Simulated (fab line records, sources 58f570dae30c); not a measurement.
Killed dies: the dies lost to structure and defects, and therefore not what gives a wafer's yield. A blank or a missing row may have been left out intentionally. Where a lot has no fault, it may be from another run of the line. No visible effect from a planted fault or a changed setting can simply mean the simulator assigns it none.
Chamber matching | flow berkeley-cmos170 | UCB170_SPACER_ETCHBACK_03 on rie-diel-02: 4 sister chambers
The step etches SiO2 in CHF3/CF4/Ar, stops on Si, target depth 376 nm, time 100 s. 4 wafers are shown with their chamber, then 7 later ones without.

WAFERS, EACH WITH ITS CHAMBER
wafer  | chamber | drypump-motor-current-A (A)
L370.3 | 1       | 6.2
L370.5 | 2       | 5.5
L373.1 | 3       | 5.1
L373.2 | 0       | 5.3

WAFERS WHOSE CHAMBER IS MISSING
wafer  | drypump-motor-current-A (A)
L373.4 | 6.2
L381.1 | 6.2
L381.2 | 5.3
L381.3 | 5.1
L382.1 | 5.3
L382.2 | 5.4
L382.4 | 6.2

WHICH CHAMBER EACH WENT THROUGH
wafer  | from the rows above     | in truth
L373.4 | 1                       | 1
L381.1 | 1                       | 1
L381.2 | 0                       | 0
L381.3 | 3                       | 3
L382.1 | 0                       | 0
L382.2 | can't be placed: 2 or 0 | 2
L382.4 | 1                       | 1
Correctly placed: 6 of 7. From these rows, 1 cannot be placed; in 1 the true chamber is one of the candidates. Wrongly placed: 0.
How it was worked out, from the rows above alone: a wafer's distance from a chamber is the root of the sum, over the readings, of the square of ((its reading less the chamber's mean) divided by the reading's scatter). If the next closest chamber is less than 2 further off than the closest, the wafer can't be placed; otherwise it belongs to the closest. Each chamber's mean is taken over the wafers shown for it. The scatter: with one shown wafer a chamber, the root of the mean of the squares of how far each hidden wafer lies from its nearest shown one.
